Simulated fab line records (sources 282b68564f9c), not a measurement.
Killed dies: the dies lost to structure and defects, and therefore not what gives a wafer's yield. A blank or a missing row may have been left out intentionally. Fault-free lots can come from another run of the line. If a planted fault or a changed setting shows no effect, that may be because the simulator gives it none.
8D (eight disciplines) problem report, filled in by code | flow ritCmos | the parts of the form that need people (team, actions taken, sign-off) are left out

1. PROBLEM STATEMENT
Wafers without a fault read 3250.0 rpm, standard deviation 2.5; spinSpeedRpm at RIT_NSD_COAT_01 reads a mean of 3170.2 rpm on 6 wafers belonging to 2 lots. Relative to the usual mean, that is a shift of -32 standard deviations.
The step: resist thk 1000 nm.
The first sign was on wafer L349.4 at day 7 06:57, on lithoTrack-04. At this step, 18 wafers from 6 lots have a number in the record. Rule for "out", or "out of limits": more than 4 standard deviations from the usual mean. All remaining wafers that have a number are taken as sound.

2. WHAT THIS IS AND IS NOT
question                    | is                     | is not
which readings at this step | spinSpeedRpm           | -
which lots                  | L349, L350             | L332, L334, L337, L341
which wafers of those lots  | all that have a number | -
read on which tools         | lithoTrack-04          | lithoTrack-01, lithoTrack-03
when                        | from day 7 06:57       | up to then (12 sound wafers)

3. WHAT RULES OUT EACH SUSPECT
Counting: a tool at any process step up to the reading remains a suspect when it ran all the lots that are out and ran no sound lot after the first of those.
- lithoTrack-04 at RIT_NSD_COAT_01 (resist thk 1000 nm): kept. It processed each lot that is out, first L349 at day 7 06:57, and no sound lot thereafter; up to then, the last sound lot it processed was L334 at day 4 00:04. Its own spinSpeedRpm readings are out on those wafers.
Left after counting: lithoTrack-04 at RIT_NSD_COAT_01.

4. THE CAUSE (what the simulator had put in)
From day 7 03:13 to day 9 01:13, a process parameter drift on lithoTrack-04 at RIT_NSD_COAT_01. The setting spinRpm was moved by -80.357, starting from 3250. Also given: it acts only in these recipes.
Only this tool survived the counting.

5. THE EFFECT CHAIN, in route order
Rows list readings where the struck wafers' mean (over those with a number) sits beyond 3 standard deviations from the usual. Only readings for which the record gives a usual standard deviation are gone through. hours: the time from each lot's start at the first step in this table that gives one to its start at this step, as a median over the lots. sigmas: the change in usual standard deviations.
hours | step            | reading      | usual      | on struck wafers | change | sigmas
0     | RIT_NSD_COAT_01 | spinSpeedRpm | 3250.0 rpm | 3170.2           | -79.8  | -32
Here are the process steps it includes:
- RIT_NSD_COAT_01: resist thk 1000 nm.
At these later measuring or inspecting steps, every struck wafer for which the step has a row has a number for every such reading, and none has moved that far: RIT_NSD_OVL_MEAS_06.

6. HOW IT WOULD HAVE BEEN CAUGHT EARLIER
4 hours passed between the start of the fault at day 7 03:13 and the first reading out of limits in this record, taken at day 7 06:57.
